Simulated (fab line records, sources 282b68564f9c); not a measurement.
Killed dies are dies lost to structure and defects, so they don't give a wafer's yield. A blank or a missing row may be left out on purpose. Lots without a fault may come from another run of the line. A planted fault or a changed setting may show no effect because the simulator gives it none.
fab line records | flow rit_cmos
record lots=5 wafers=23
route steps=202 shown CONTACT@175 M1@184
start_h: hours from the record's first day to the start of the lot's first wafer shown | wait_h: hours since the lot's step before | " the same as in the row above | L1.1+2: a row that stands for several wafers | - no value, or no start given | * or withheld: withheld | < > ~ a bound
route shown NAME@n: a module of which the file shows steps, and the number in the route of the first | usual: mean/standard deviation of fault-free wafers | same: alike in all rows | chamber/n: place in a boat | sites: the reading at each site | _std_site: their standard deviation | _edge_site: outer sites' mean less inner sites' | radius_mm: how far each site lies from the wafer's centre | mask NAME#n: copy n | behind: the tool/chamber that last shaped the wafer | hold: why the lot was held/for how many hours/how that ended | device: the transistor (n, p or np) that didn't switch | end of line: the same wafers' tests at the end of the route | a step without rows: its recipe alone | killed: dies lost to structure and defects at the first sort, not the wafer's yield | map: a wafer's dies, x killed, . not, _ none there
set.NAME: the setting as run; set.NAME@STEP: as run at that earlier step | model.NAME: the simulator's own value behind a step, which no gauge read
lots whose settings were changed on purpose; a table a step, a row a wafer
## steps
# step RIT_CONTACT_DEVELOP_07
# recipe resist=NOVOLAK develop_time_s=120 dev_temp_c=23
# columns lot.wafer tool chamber start_h wait_h set.develop_time_s
L078.1+5+6 litho_track-02 0 - - 120
L079.1+3 litho_track-03 0 - - 129.4
L079.4+5+6 " 0 " " 120
L081.1+5+6 litho_track-04 0 - - 120
L081.2+3 " 0 " " 130.9
L083.1+6 litho_track-02 0 - - 111.7
L083.2+4+5 " 0 " " 120
L085.1+2+3+4+5 litho_track-02 0 - - 120
# step RIT_CONTACT_CD_MEAS_08
# recipe target_cd_nm=1000
# usual cd_nm=999.9/2.1
# columns lot.wafer tool chamber start_h wait_h set.develop_time_s@CONTACT_DEVELOP_07 cd_nm
L078.1 cd_sem-02 - 76.72 - 120 997.7
L078.5 " - " " 120 996.1
L078.6 " - " " 120 998.0
L079.1 cd_sem-01 - 82.05 - 129.4 1004.9
L079.3 " - " " 129.4 1007.1
L079.4 " - " " 120 1001.2
L079.5 " - " " 120 1000.4
L079.6 " - " " 120 999.2
L081.1 cd_sem-02 - 93.34 - 120 1000.3
L081.2 " - " " 130.9 1008.2
L081.3 " - " " 130.9 1011.2
L081.5 " - " " 120 1002.7
L081.6 " - " " 120 1002.1
L083.1 cd_sem-01 - 101.97 - 111.7 991.7
L083.2 " - " " 120 995.7
L083.4 " - " " 120 996.0
L083.5 " - " " 120 997.3
L083.6 " - " " 111.7 990.9
L085.1 cd_sem-02 - 112.79 - 120 997.1
L085.2 " - " " 120 996.6
L085.3 " - " " 120 997.4
L085.4 " - " " 120 998.0
L085.5 " - " " 120 997.0
# step RIT_CONTACT_HARDBAKE_10
# recipe resist=NOVOLAK temp_c=140 time_s=60
# step RIT_CONTACT_ETCH_11
# recipe target_depth_a=4800 over_etch_frac=0.2 stop_on=TiSi2 chemistry=CHF3/CF4/Ar target=SiO2 CHF3_flow_sccm=50 cf4_flow_sccm=10 Ar_flow_sccm=100 O2_flow_sccm=5 pressure_mtorr=100 rf_w=200 time_s=320
# columns lot.wafer tool chamber start_h wait_h set.time_s@CONTACT_CVD_00 set.develop_time_s@CONTACT_DEVELOP_07 model.etch.depth_nm model.CONTACT.feature_depth_nm model.CONTACT.cd_nm
L078.1 rie_diel-03 0 77.03 0.1 61 120 398.3 398.3 997.9
L078.5 " 3 " " 61 120 404.6 404.6 996.5
L078.6 " 0 " " 61 120 404.1 404.1 998.1
L079.1 rie_diel-03 1 82.36 0.1 61 129.4 399.2 399.2 1005
L079.3 " 3 " " 61 129.4 395 395 1007
L079.4 " 2 " " 69.3 120 459.3 459.3 1001
L079.5 " 1 " " 69.3 120 466.1 466.1 1001
L079.6 " 0 " " 61 120 406.4 406.4 999.6
L081.1 rie_diel-01 2 93.64 0.1 56.74 120 - 366.9 1000
L081.2 " 1 " " 61 130.9 390.8 390.8 1008
L081.3 " 3 " " 61 130.9 - 391.5 1011
L081.5 " 1 " " 56.74 120 370.4 370.4 1003
L081.6 " 0 " " 61 120 399.8 399.8 1002
L083.1 rie_diel-02 2 102.36 0.1 61 111.7 - 400.1 991.7
L083.2 " 0 " " 63.82 120 414.4 414.4 996.1
L083.4 " 1 " " 61 120 411.5 411.5 996.2
L083.5 " 3 " " 63.82 120 - 421.2 997.1
L083.6 " 2 " " 63.82 111.7 422.4 422.4 991.1
L085.1 rie_diel-01 3 113.10 0.1 61 120 - 396.3 997
L085.2 " 2 " " 61 120 395.6 395.6 996.5
L085.3 " 1 " " 61 120 397.4 397.4 997.4
L085.4 " 0 " " 61 120 405.9 405.9 997.8
L085.5 " 0 " " 61 120 - 404.5 996.7
# step RIT_CONTACT_STRIP_12
# recipe chemistry=O2 time_s=180 resist=NOVOLAK platen_temp_c=withheld power_w=500 pressure_mtorr=4000 o2_flow_sccm=4000
# step RIT_CONTACT_CD_MEAS_90
# recipe target_cd_nm=1000
# usual cd_nm=999.9/2.1
# columns lot.wafer tool chamber start_h wait_h set.develop_time_s@CONTACT_DEVELOP_07 cd_nm
L078.1 cd_sem-01 - 77.40 0.1 120 997.7
L078.5 " - " " 120 996.4
L078.6 " - " " 120 998.1
L079.1 cd_sem-01 - 82.73 0.1 129.4 1005.1
L079.3 " - " " 129.4 1007.2
L079.4 " - " " 120 1001.0
L079.5 " - " " 120 1000.8
L079.6 " - " " 120 999.6
L081.1 cd_sem-01 - 94.01 0.1 120 1000.4
L081.2 " - " " 130.9 1007.4
L081.3 " - " " 130.9 1010.6
L081.5 " - " " 120 1002.9
L081.6 " - " " 120 1001.2
L083.1 cd_sem-01 - 102.73 0.1 111.7 991.7
L083.2 " - " " 120 996.1
L083.4 " - " " 120 996.3
L083.5 " - " " 120 997.4
L083.6 " - " " 111.7 991.1
L085.1 cd_sem-01 - 113.47 0.1 120 996.9
L085.2 " - " " 120 996.5
L085.3 " - " " 120 997.5
L085.4 " - " " 120 997.8
L085.5 " - " " 120 996.5
# step RIT_M1_SPUTTER_00
# recipe material=Al target_thk_nm=400 power_w=2000 chamber_pressure_pa=0.4 gas=Ar time_s=500 substrate_temp_c=25
# columns lot.wafer tool chamber start_h wait_h set.power_w model.Al_of_M1_SPUTTER_00.thk_nm
L078.1 pvd_sputter-03 - 77.89 0.0 2000 396.2
L078.5 " - " " 2000 401.4
L078.6 " - " " 2000 399.5
L079.1 pvd_sputter-03 - 83.20 0.0 2087 418.2
L079.3 " - " " 2000 404
L079.4 " - " " 2087 419.4
L079.5 " - " " 2000 401
L079.6 " - " " 2000 406.7
L081.1 pvd_sputter-02 - 94.48 0.0 2166 427
L081.2 " - " " 2000 394.6
L081.3 " - " " 2166 431.9
L081.5 " - " " 2000 396.3
L081.6 " - " " 2000 397
L083.1 pvd_sputter-03 - 103.20 0.0 1775 354.1
L083.2 " - " " 2000 399.5
L083.4 " - " " 2000 400.6
L083.5 " - " " 1775 356.6
L083.6 " - " " 2000 403.4
L085.1 pvd_sputter-02 - 113.94 0.0 2133 424.1
L085.2 " - " " 2000 402.3
L085.3 " - " " 2000 400.2
L085.4 " - " " 2000 398.6
L085.5 " - " " 2133 424.3
# step RIT_M1_RS_MEAS_01
# recipe thk_meas_gauge=four-point-probe reads=Al_of_M1_SPUTTER_00
# usual M1_AL_RS=0.0733/0.00082
# columns lot.wafer tool chamber start_h wait_h set.power_w@M1_SPUTTER_00 M1_AL_RS[ohm/sq]
L078.1 film_metro-04 - 78.18 0.1 2000 0.0743
L078.5 " - " " 2000 0.0732
L078.6 " - " " 2000 0.0735
L079.1 film_metro-02 - 83.49 0.1 2087 0.0701
L079.3 " - " " 2000 0.0727
L079.4 " - " " 2087 0.0699
L079.5 " - " " 2000 0.0732
L079.6 " - " " 2000 0.0721
L081.1 film_metro-01 - 94.78 0.1 2166 0.0688
L081.2 " - " " 2000 0.0746
L081.3 " - " " 2166 0.0679
L081.5 " - " " 2000 0.0742
L081.6 " - " " 2000 0.0740
L083.1 film_metro-01 - 103.49 0.1 1775 0.0833
L083.2 " - " " 2000 0.0736
L083.4 " - " " 2000 0.0734
L083.5 " - " " 1775 0.0828
L083.6 " - " " 2000 0.0730
L085.1 film_metro-02 - 114.23 0.1 2133 0.0693
L085.2 " - " " 2000 0.0729
L085.3 " - " " 2000 0.0734
L085.4 " - " " 2000 0.0736
L085.5 " - " " 2133 0.0691
# step RIT_M1_THK_MEAS_02
# recipe thk_meas_gauge=xrf reads=Al_of_M1_SPUTTER_00
# usual M1_AL_THK=399/4.8
# columns lot.wafer tool chamber start_h wait_h set.power_w@M1_SPUTTER_00 M1_AL_THK[nm]
L078.1 film_metro-04 - 78.30 0.1 2000 394
L078.5 " - " " 2000 401
L078.6 " - " " 2000 402
L079.1 film_metro-02 - 83.61 0.1 2087 417
L079.3 " - " " 2000 400
L079.4 " - " " 2087 416
L079.5 " - " " 2000 397
L079.6 " - " " 2000 404
L081.1 film_metro-01 - 94.90 0.1 2166 426
L081.2 " - " " 2000 396
L081.3 " - " " 2166 431
L081.5 " - " " 2000 399
L081.6 " - " " 2000 400
L083.1 film_metro-01 - 103.61 0.1 1775 352
L083.2 " - " " 2000 399
L083.4 " - " " 2000 398
L083.5 " - " " 1775 355
L083.6 " - " " 2000 401
L085.1 film_metro-02 - 114.35 0.1 2133 421
L085.2 " - " " 2000 399
L085.3 " - " " 2000 395
L085.4 " - " " 2000 393
L085.5 " - " " 2133 419
# step RIT_M1_DEVELOP_08
# recipe resist=NOVOLAK develop_time_s=68 dev_temp_c=23
# columns lot.wafer tool chamber start_h wait_h set.develop_time_s
L078.1+5+6 litho_track-01 0 - - 68
L079.1+3+4+5+6 litho_track-01 0 - - 68
L081.1+2+3+5+6 litho_track-04 0 - - 68
L083.1+2+4 litho_track-01 0 - - 68
L083.5+6 " 0 " " 62.13
L085.1+4+5 litho_track-01 0 - - 65.25
L085.2+3 " 0 " " 68
# step RIT_M1_CD_MEAS_09
# recipe target_cd_nm=2600
# usual cd_nm=2599.7/1.7
# columns lot.wafer tool chamber start_h wait_h set.develop_time_s@M1_DEVELOP_08 cd_nm
L078.1 cd_sem-02 - 79.30 - 68 2602.3
L078.5 " - " " 68 2601.6
L078.6 " - " " 68 2602.7
L079.1 cd_sem-02 - 84.68 - 68 2598.7
L079.3 " - " " 68 2600.5
L079.4 " - " " 68 2597.9
L079.5 " - " " 68 2600.5
L079.6 " - " " 68 2599.7
L081.1 cd_sem-02 - 95.96 - 68 2598.4
L081.2 " - " " 68 2599.8
L081.3 " - " " 68 2599.9
L081.5 " - " " 68 2599.5
L081.6 " - " " 68 2597.5
L083.1 cd_sem-02 - 104.68 - 68 2599.7
L083.2 " - " " 68 2600.4
L083.4 " - " " 68 2599.5
L083.5 " - " " 62.13 2606.9
L083.6 " - " " 62.13 2607.9
L085.1 cd_sem-02 - 115.42 - 65.25 2602.7
L085.2 " - " " 68 2598.4
L085.3 " - " " 68 2598.9
L085.4 " - " " 65.25 2601.7
L085.5 " - " " 65.25 2604.8
# step RIT_M1_METAL_ETCH_12
# recipe stop_on=SiO2 chemistry=Cl2/BCl3 target=Al time_s=165 over_etch_frac=0.5 pressure_mtorr=100 target_depth_a=6000 rf_w=250 Cl2_flow_sccm=60 bcl3_flow_sccm=50
# usual oes_product_au=0.784/0.0069
# columns lot.wafer tool chamber start_h wait_h set.pressure_mtorr set.power_w@M1_SPUTTER_00 oes_product_au
L078.1 rie_metal-03 0 79.70 0.2 100 2000 0.773
L078.5 " 1 " " 100 2000 0.787
L078.6 " 0 " " 100 2000 0.788
L079.1 rie_metal-01 1 85.09 0.2 105.6 2087 0.813
L079.3 " 1 " " 105.6 2000 0.798
L079.4 " 0 " " 105.6 2087 0.813
L079.5 " 0 " " 105.6 2000 0.782
L079.6 " 1 " " 105.6 2000 0.784
L081.1 rie_metal-03 0 96.37 0.2 105.9 2166 0.820
L081.2 " 1 " " 105.9 2000 0.784
L081.3 " 1 " " 105.9 2166 0.823
L081.5 " 1 " " 105.9 2000 0.780
L081.6 " 0 " " 105.9 2000 0.772
L083.1 rie_metal-02 0 105.08 0.2 90.43 1775 0.732
L083.2 " 1 " " 90.43 2000 0.789
L083.4 " 1 " " 90.43 2000 0.782
L083.5 " 0 " " 90.43 1775 0.729
L083.6 " 1 " " 90.43 2000 0.793
L085.1 rie_metal-01 1 115.82 0.2 100 2133 0.813
L085.2 " 0 " " 100 2000 0.788
L085.3 " 1 " " 100 2000 0.787
L085.4 " 0 " " 100 2000 0.778
L085.5 " 0 " " 100 2133 0.817
# step RIT_M1_STRIP_13
# recipe chemistry=nmp resist=NOVOLAK temp_c=80 time_s=600 dry=n2_spin
# step RIT_M1_STRIP_14
# recipe chemistry=O2 time_s=180 platen_temp_c=withheld power_w=500 pressure_mtorr=4000 o2_flow_sccm=4000
# step RIT_M1_CD_MEAS_90
# recipe target_cd_nm=2600
# usual cd_nm=2599.3/1.8
# columns lot.wafer tool chamber start_h wait_h set.develop_time_s@M1_DEVELOP_08 cd_nm
L078.1 cd_sem-01 - 80.23 0.1 68 2601.9
L078.5 " - " " 68 2601.7
L078.6 " - " " 68 2604.7
L079.1 cd_sem-01 - 85.60 0.1 68 2599.0
L079.3 " - " " 68 2598.7
L079.4 " - " " 68 2596.7
L079.5 " - " " 68 2599.7
L079.6 " - " " 68 2599.1
L081.1 cd_sem-02 - 96.89 0.1 68 2599.0
L081.2 " - " " 68 2600.2
L081.3 " - " " 68 2599.4
L081.5 " - " " 68 2599.7
L081.6 " - " " 68 2598.2
L083.1 cd_sem-02 - 105.59 0.1 68 2600.0
L083.2 " - " " 68 2599.9
L083.4 " - " " 68 2598.1
L083.5 " - " " 62.13 2607.0
L083.6 " - " " 62.13 2607.0
L085.1 cd_sem-01 - 116.51 0.1 65.25 2601.8
L085.2 " - " " 68 2596.3
L085.3 " - " " 68 2598.2
L085.4 " - " " 65.25 2601.1
L085.5 " - " " 65.25 2604.8
# step RIT_M1_ANNEAL_15
# recipe temp_c=450 time_s=1800 ambient=forming_gas_H2N2
# step RIT_M1_PROBE_99
# columns lot.wafer tool chamber start_h wait_h set.dose_mj@GATE_EXPOSE_13 model.etest.pmos_turned.r_on_ohm_um model.etest.pmos_0p15.r_on_ohm_um model.etest.nmos_0p15.r_on_ohm_um
L078.1 prober-02 - 81.97 0.1 380 3491 2753 1129
L078.5 prober-02 - 82.17 0.2 380 3373 2716 1101
L078.6 prober-02 - 82.22 0.2 380 3355 2696 1124
L079.1 prober-01 - 87.34 0.1 380 3412 2730 1194
L079.3 prober-01 - 87.44 0.2 380 3365 2715 1143
L079.4 prober-01 - 87.49 0.2 380 3413 2752 1202
L079.5 prober-01 - 87.54 0.2 380 3314 2696 1161
L079.6 prober-01 - 87.59 0.2 380 3339 2701 1159
L081.1 prober-01 - 98.63 0.1 387.8 3352 2683 1128
L081.2 prober-01 - 98.68 0.1 380 3594 2924 1199
L081.3 prober-01 - 98.73 0.2 387.8 3336 2647 1123
L081.5 prober-01 - 98.83 0.2 380 3587 2902 1213
L081.6 prober-01 - 98.88 0.2 380 3634 2964 1230
L083.1 prober-01 - 107.33 0.1 380 3498 2734 1101
L083.2 prober-01 - 107.38 0.1 380 3766 2982 1167
L083.4 prober-01 - 107.48 0.2 380 3610 2882 1143
L083.5 prober-01 - 107.53 0.2 380 3667 2925 1161
L083.6 prober-01 - 107.58 0.2 380 3608 2853 1147
L085.1 prober-01 - 118.25 0.1 368.8 3835 3224 1264
L085.2 prober-01 - 118.30 0.1 380 3465 2792 1114
L085.3 prober-01 - 118.35 0.2 380 3353 2712 1101
L085.4 prober-01 - 118.40 0.2 380 3443 2815 1122
L085.5 prober-01 - 118.45 0.2 368.8 3809 3127 1239
# killed by level:class
L078.1 GATE:geometric_particle:short=4 GATE:geometric_particle:open=2
L078.5 GATE:geometric_particle:short=2 FOX1:geometric_particle:open=1 GATE:geometric_particle:open=1 REOX:geometric_particle:open=1 REOX:geometric_particle:short=1 SPACER:geometric_particle:open=1
L078.6 GATE:geometric_particle:short=3 GATE:geometric_particle:open=2 FOX1:geometric_particle:short=1 FOX1:geometric_particle:open=1 REOX:geometric_particle:open=1
## key
split step=RIT_CONTACT_DEVELOP_07 setting=develop_time_s stated=120 by=wafer
response step=RIT_CONTACT_CD_MEAS_08 reading=cd_nm change=+0.795 per=1% r=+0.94
response step=RIT_CONTACT_ETCH_11 reading=model.CONTACT.cd_nm change=+0.773 per=1% r=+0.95
response step=RIT_CONTACT_CD_MEAS_90 reading=cd_nm change=+0.775 per=1% r=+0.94
split step=RIT_M1_SPUTTER_00 setting=power_w stated=2000 by=wafer
response step=RIT_M1_SPUTTER_00 reading=model.Al_of_M1_SPUTTER_00.thk_nm change=+3.93 per=1% r=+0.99
response step=RIT_M1_RS_MEAS_01 reading=M1_AL_RS change=-0.000764 per=1% r=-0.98
response step=RIT_M1_THK_MEAS_02 reading=M1_AL_THK change=+3.9 per=1% r=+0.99
response step=RIT_M1_METAL_ETCH_12 reading=oes_product_au change=+0.00505 per=1% r=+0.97
split step=RIT_M1_DEVELOP_08 setting=develop_time_s stated=68 by=wafer
response step=RIT_M1_CD_MEAS_09 reading=cd_nm change=-0.915 per=1% r=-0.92
response step=RIT_M1_CD_MEAS_90 reading=cd_nm change=-0.962 per=1% r=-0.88
split step=RIT_M1_METAL_ETCH_12 setting=pressure_mtorr stated=100 by=lot
response none clear
split outside_this_file step=RIT_GATE_EXPOSE_13 setting=dose_mj
split outside_this_file step=RIT_CONTACT_CVD_00 setting=time_s
# split outside_this_file: this setting was split too, and the file shows its column; the key of that split is in another file
